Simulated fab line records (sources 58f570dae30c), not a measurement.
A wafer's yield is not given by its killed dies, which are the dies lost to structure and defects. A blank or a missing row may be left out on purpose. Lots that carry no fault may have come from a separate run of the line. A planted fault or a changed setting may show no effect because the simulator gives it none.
Lot-split experiment	flow berkeley-cmos170	route with 331 steps; 5 lots, 23 wafers read

== THE SPLIT ITSELF ==
At UCB170_ACTIVE_CVD_05 (deposits Si3N4 from SiH2Cl2/NH3, target thk 220 nm, time 3300 s), the setting temp-c was moved away from the recipe's 800 C on 15 of the 23 wafers read, by -2.8% to +2.6%. All remaining wafers had this setting at the recipe value.

Split to reading: the file shows no intervening step.

== THE READING ==
Values of ACTIVE_NITRIDE_THK in nm from UCB170_ACTIVE_THK_MEAS_06. A value of 219.9 nm with a standard deviation of 2.9 nm is what fault-free wafers of this fab line usually give.

wafer	tool, chamber at the split	temp-c as run, C	against the recipe	ACTIVE_NITRIDE_THK, nm	against lot-mates on the recipe
L076.1	-, -	820.7	+2.6%	320.1	no lot-mate on the recipe
L076.3	-, -	820.7	+2.6%	320.5	no lot-mate on the recipe
L076.4	-, -	820.7	+2.6%	320.4	no lot-mate on the recipe
L076.5	-, -	820.7	+2.6%	320.3	no lot-mate on the recipe
L076.6	-, -	820.7	+2.6%	320.3	no lot-mate on the recipe
L078.2	-, -	777.2	-2.8%	143.3	no lot-mate on the recipe
L078.3	-, -	777.2	-2.8%	143.5	no lot-mate on the recipe
L078.4	-, -	777.2	-2.8%	143.5	no lot-mate on the recipe
L078.5	-, -	777.2	-2.8%	146.4	no lot-mate on the recipe
L078.6	-, -	777.2	-2.8%	143.7	no lot-mate on the recipe
L081.1	lpcvd-01, 0	800	recipe	218.3	-
L081.4	lpcvd-01, 0	800	recipe	217.1	-
L081.6	lpcvd-01, 0	800	recipe	215.8	-
L082.2	-, -	812.7	+1.6%	271.9	no lot-mate on the recipe
L082.3	-, -	812.7	+1.6%	269.7	no lot-mate on the recipe
L082.4	-, -	812.7	+1.6%	271.3	no lot-mate on the recipe
L082.5	-, -	812.7	+1.6%	271.7	no lot-mate on the recipe
L082.6	-, -	812.7	+1.6%	270.7	no lot-mate on the recipe
L085.1	-, -	800	recipe	224.7	-
L085.2	-, -	800	recipe	225.4	-
L085.3	-, -	800	recipe	224.1	-
L085.4	-, -	800	recipe	224.4	-
L085.5	-, -	800	recipe	225.1	-

FIT RESULTS
A straight line over all 23 wafers: ACTIVE_NITRIDE_THK changes by +31.5 nm for each +1% of temp-c; r = +0.99; the points scatter about the line by 8.2 nm.
Too few moved wafers with a lot-mate on the recipe to fit a line net of each lot's own level.

== THE WHOLE CHAIN: every reading that the file lists as answering this split, in the file's order ==
step	what it does	reading	change (the file's fit)	r (the file's)
UCB170_ACTIVE_CVD_05	deposits Si3N4 from SiH2Cl2/NH3, target thk 220 nm, time 3300 s	Si3N4_of_ACTIVE_CVD_05.thk-nm (the simulator's own value, which no gauge read)	+31.5 nm for each +1% of the setting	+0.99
UCB170_ACTIVE_THK_MEAS_06		ACTIVE_NITRIDE_THK	+31.5 for each +1% of the setting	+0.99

== THE FILE'S OWN FIT ==
ACTIVE_NITRIDE_THK changes by +31.5 nm for each +1% of temp-c, r = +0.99.
